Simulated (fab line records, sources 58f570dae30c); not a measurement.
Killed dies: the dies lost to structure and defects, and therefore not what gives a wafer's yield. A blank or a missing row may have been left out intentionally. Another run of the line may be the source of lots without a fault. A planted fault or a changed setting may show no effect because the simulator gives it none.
2 desks, one fault | flow berkeley cmos170 | each desk holds nothing but its own numbers, with what lay behind them at the end

== AT THE METROLOGY DESK ==
Lot by lot, what the gauges showed, no matter which tool ran the lot: averages of those sampled wafers that carry a number. The brackets show how far a lot's mean lies from the usual mean; more than 4 standard deviations puts the lot out of limits, marked OUT.
Columns: A = NVT_TW at UCB170_NVT_TW_MEAS_09, usual 523.3; B = GATE_POLY_THK at UCB170_GATE_THK_MEAS_05, usual 214.2 nm
lot  | first seen here | A     | B
L917 | day 5 18:35     | 520.4 | 214.2
L919 | day 5 23:57     | 524.8 | 213.7
L920 | day 6 00:07     | 524.0 | 214.4
L918 | day 6 00:16     | 522.7 | 212.6
L922 | day 6 07:23     | 522.2 | 215.2
L923 | day 6 07:38     | 524.0 | 215.6
L921 | day 6 07:44     | 522.8 | 209.7
L924 | day 7 01:47     | 526.5 | 212.5
L927 | day 7 06:20     | 525.3 | 216.4
L926 | day 7 06:31     | 520.8 | 217.6
L925 | day 7 06:40     | 524.6 | 211.0
L933 | day 9 06:29     | 523.4 | 213.7
L939 | day 9 12:42     | 522.8 | 212.5
L937 | day 9 13:07     | 521.5 | 213.1
L940 | day 9 17:26     | 520.2 | 214.7
Finding of this desk: none of the 15 lots has anything out of limits.

== TOOL OWNER'S DESK, litho track-02 ==
The tool's own readings at UCB170_PLDD_HMDS_00 (prime time 60 s): means of the sampled wafers that have a number, for each lot that ran on this tool. The brackets show how far a lot's mean lies from the usual mean; more than 4 standard deviations puts the lot out of limits, marked OUT.
Columns: A = prime temp c at UCB170_PLDD_HMDS_00, usual 100.03 C
lot  | first seen here | A
L917 | day 6 08:31     | 100.03
L920 | day 6 13:49     | 99.92
L921 | day 6 22:34     | 99.97
L924 | day 7 12:43     | 93.64 (-49) OUT
L927 | day 7 19:35     | 93.73 (-48) OUT
L925 | day 7 20:02     | 93.69 (-49) OUT
This desk's finding: out of limits on L924, L925, L927; first on L924, day 7 12:43 (prime temp c at UCB170_PLDD_HMDS_00). Within limits: L917, L920, L921.

== ALL TOGETHER ==
The tool owner's desk had the chance to raise an alarm at day 7 12:43 on L924, L925, L927.
Nothing out of limits was seen by the metrology desk.
The metrology desk has L924, L925, L927 on record, within its limits.
All the named lots went through UCB170_PLDD_HMDS_00 on litho track-02.

== WHAT THE SIMULATOR HAD INSERTED ==
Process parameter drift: litho track-02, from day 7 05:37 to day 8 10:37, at UCB170_PLDD_HMDS_00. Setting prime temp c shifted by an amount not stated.
Shown lots that were struck: L924, L925, L927.
Hours from the fault's start to each desk's first reading out of limits: the tool owner's desk, 7.
